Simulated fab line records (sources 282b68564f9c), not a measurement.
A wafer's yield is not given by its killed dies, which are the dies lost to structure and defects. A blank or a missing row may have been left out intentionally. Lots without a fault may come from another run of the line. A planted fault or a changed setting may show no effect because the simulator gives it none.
Comparing a struck lot with a sound one + flow rit-cmos + 18 out of 202 route steps
Sound: wafers L478.1, L478.2, L478.5. Wafers L493.2, L493.4, L493.5 were the ones struck. The cause is named last.
Order at every step that has rows: each side's tool, ch and its chambers, its first start. Under that, the readings that differ: sound wafers + struck wafers + difference of the means + sigmas: that difference in standard deviations of wafers without a fault.
alike: readings whose means differ by less than 2 such deviations, and words and numbers that are the same on both sides. not compared: withheld readings, readings that some wafer has no value for, bounds like >300 that may hide the same value, and numbers for which the record gives no deviation and whose values overlap.
Wherever a step has rows on one side only, a row that says differs or no value, or a row with sigmas, the two part there. Numbers that don't overlap but have no deviation are shown without sigmas and don't part them. Lack of a reading on every wafer of one side parts them only where that side has two or more wafers.

first, 5 steps without rows for these wafers: RIT_NRETRO_COAT_01 (resist thk 1300 nm); RIT_NRETRO_SOFTBAKE_02 (time 60 s); RIT_NRETRO_EXPOSE_03 (exposes mask M4, target cd 43900 nm); RIT_NRETRO_PEB_04; RIT_NRETRO_DEVELOP_05 (develop time 68 s).
RIT_NRETRO_OVL_MEAS_06:
  sound on overlay-01, day 3 07:15; struck on overlay-02, day 6 10:37
  alike: NRETRO_OVL
then, 2 steps without rows for these wafers: RIT_NRETRO_HARDBAKE_07 (time 120 s); RIT_NRETRO_IMPLANT_08.
RIT_NRETRO_STRIP_09: strips in O2, time 180 s.
  sound on plasma-asher-03 ch 0,1, day 3 07:41; struck on plasma-asher-03 ch 0,1, day 6 11:02
  alike: drypump-motor-current-A
  not compared: rf-hours-counter-h
RIT_NRETRO_TW_MEAS_10:
  sound on film-metro-03, day 3 07:52; struck on film-metro-01, day 6 11:13
  alike: NRETRO_TW
then, 2 steps without rows for these wafers: RIT_PRETRO_HMDS_00 (prime time 60 s); RIT_PRETRO_COAT_01 (resist thk 1300 nm).
RIT_PRETRO_SOFTBAKE_02: time 60 s.
  sound on litho-track-01 ch 0, day 3 08:13; struck on litho-track-02 ch 0, day 6 11:36
| reading                  | sound             | struck            | difference | sigmas |
|--------------------------|-------------------|-------------------|------------|--------|
| heater-power-total-W (W) | 34.49 34.49 34.46 | 36.96 37.04 37.04 | +2.53      | +46    |
| run-length-s (s)         | 89.21 89.39 89.40 | 76.11 75.91 76.10 | -13.29     | -60    |
then, 2 steps without rows for these wafers: RIT_PRETRO_EXPOSE_03 (exposes mask M5, target cd 43700 nm); RIT_PRETRO_PEB_04.
RIT_PRETRO_DEVELOP_05: develop time 68 s.
  sound on litho-track-01 ch 0; struck on litho-track-04 ch 0
  not compared: model.NOVOLAK_of_PRETRO_COAT_01.thk-nm
RIT_PRETRO_OVL_MEAS_06:
  sound on overlay-02, day 3 08:55; struck on overlay-01, day 6 12:17
| reading         | sound       | struck        | difference | sigmas |
|-----------------|-------------|---------------|------------|--------|
| PRETRO_OVL (nm) | 2.9 3.6 2.3 | 0.6 -1.5 -0.1 | -3.3       | -3     |
RIT_M1_PROBE_99:
  sound on prober-02, day 4 11:56; struck on prober-02, day 7 14:43
  alike: killed-at-front-end, killed-dies, killed-open, killed-short

WHERE THEY PART
Last at RIT_PRETRO_OVL_MEAS_06 as far as this record goes, first at RIT_PRETRO_SOFTBAKE_02. Later steps at which nothing parts them and some readings are alike: RIT_M1_PROBE_99.

WHY: what the simulator had put in
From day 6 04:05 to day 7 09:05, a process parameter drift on litho-track-02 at RIT_PRETRO_SOFTBAKE_02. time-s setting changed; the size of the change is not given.
